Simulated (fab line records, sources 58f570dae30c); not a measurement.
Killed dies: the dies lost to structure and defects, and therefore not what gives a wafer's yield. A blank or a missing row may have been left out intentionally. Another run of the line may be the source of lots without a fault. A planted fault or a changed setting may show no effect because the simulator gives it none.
Which tool is to blame? | flow berkeleyCmos170 | 14 lots, 42 wafers sampled, at 2 steps of a route of 331

== WHAT THE GAUGES SHOWED, per wafer ==
UCB170_NSD_CD_MEAS_06: target cd 1200 nm.
lot  | measured     | on       | cdNm (nm)
L625 | day 6 12:44  | cdSem-02 | 1199.2 1200.0 1198.7
L629 | day 7 11:48  | cdSem-02 | 1201.1 1202.2 1200.2
L627 | day 7 12:06  | cdSem-02 | 1198.2 1199.1 1196.3
L630 | day 7 12:08  | cdSem-01 | 1198.2 1199.0 1198.2
L632 | day 8 04:16  | cdSem-02 | 1199.0 1199.2 1197.1
L631 | day 8 04:42  | cdSem-02 | 1199.4 1199.8 1199.2
L633 | day 8 15:05  | cdSem-02 | 1201.1 1202.5 1201.5
L636 | day 8 15:14  | cdSem-01 | 1200.8 1202.1 1200.1
L637 | day 9 02:49  | cdSem-01 | 1201.0 1202.8 1201.4
L639 | day 9 13:47  | cdSem-01 | 1205.0 1206.4 1204.8
L640 | day 9 13:53  | cdSem-02 | 1198.6 1200.5 1200.9
L641 | day 9 19:10  | cdSem-01 | 1207.3 1206.0 1205.8
L642 | day 10 03:31 | cdSem-02 | 1200.9 1198.7 1199.2
L648 | day 11 07:26 | cdSem-01 | 1198.9 1198.4 1201.1

== WHAT TOOL EACH LOT RAN ON (gives the tool, then ch and the chambers of the sampled wafers, and finally the start) ==
lot  | UCB170_NSD_PEB_04
L625 | lithoTrack-02 ch 0, day 6 12:28
L629 | lithoTrack-01 ch 0, day 7 11:32
L627 | lithoTrack-01 ch 0, day 7 11:50
L630 | lithoTrack-03 ch 0, day 7 11:52
L632 | lithoTrack-03 ch 0, day 8 04:00
L631 | lithoTrack-01 ch 0, day 8 04:26
L633 | lithoTrack-02 ch 0, day 8 14:49
L636 | lithoTrack-03 ch 0, day 8 14:58
L637 | lithoTrack-02 ch 0, day 9 02:33
L639 | lithoTrack-02 ch 0, day 9 13:31
L640 | lithoTrack-03 ch 0, day 9 13:37
L641 | lithoTrack-02 ch 0, day 9 18:55
L642 | lithoTrack-01 ch 0, day 10 03:15
L648 | lithoTrack-03 ch 0, day 11 07:10
- UCB170_NSD_PEB_04

== WHAT THE TOOLS THEMSELVES READ (means of the sampled wafers that have a number; where no wafer has one, the mark that the record gives instead) ==
UCB170_NSD_PEB_04.
lot  | tool          | heaterPowerTotalW (W) | plateTempC (C)
L625 | lithoTrack-02 | 56.80                 | 129.93
L629 | lithoTrack-01 | 56.82                 | 129.84
L627 | lithoTrack-01 | 56.83                 | 130.01
L630 | lithoTrack-03 | 56.76                 | 129.93
L632 | lithoTrack-03 | 56.79                 | 130.00
L631 | lithoTrack-01 | 56.83                 | 129.92
L633 | lithoTrack-02 | 56.81                 | 130.07
L636 | lithoTrack-03 | 56.82                 | 130.08
L637 | lithoTrack-02 | 56.78                 | 129.95
L639 | lithoTrack-02 | 57.33                 | 131.05
L640 | lithoTrack-03 | 56.79                 | 129.96
L641 | lithoTrack-02 | 57.28                 | 130.94
L642 | lithoTrack-01 | 56.80                 | 130.19
L648 | lithoTrack-03 | 56.79                 | 130.09

== THE ANSWER, worked out from the rows above alone ==
Rule: the lots themselves supply what counts as usual. Put in order of their means at a reading, lots are off if they are a third of the lots or fewer, leave a main group of 4 or more, and stand apart from it by a gap of 3 or more times the standard deviation of the main group's means; of several such gaps the widest counts. If all means in a main group match to the digits the tables above print for the reading, that group is not used. A lot without any number at a reading at which 4 lots or more have one is off too. Any other lot the step has rows for is counted as sound. First the gauges in route order, then the tools' own readings, where a lot's mean is used as printed above. At the first step where some lot is off, the reading lying furthest off is the one used; lots without a number count as furthest.
Off: L639, L641, at UCB170_NSD_PEB_04 (heaterPowerTotalW). The main group has a mean of 56.80 W with a standard deviation of 0.02.
If a tool, at that step or one of the process steps before it, ran each lot that is off and ran no sound lot following the first of them, it fits. One fits: UCB170_NSD_PEB_04 on lithoTrack-02. A fault onset in the window from L637 (day 9 02:33, its last sound lot) to L639 (day 9 13:31, its first lot off) fits.
The tool's own readings at UCB170_NSD_PEB_04 bear it out: on the lots that are off they differ by more than 5 times the standard deviation of the sound lots' means. heaterPowerTotalW reads 57.30 W there against 56.80 W on the sound lots; plateTempC reads 131.00 C there against 130.00 C on the sound lots.

== WHAT THE SIMULATOR HAD PUT IN ==
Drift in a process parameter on lithoTrack-02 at UCB170_NSD_PEB_04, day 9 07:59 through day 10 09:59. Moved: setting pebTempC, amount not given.
Shown lots that were struck: L639, L641. The rule given above showed the same thing.
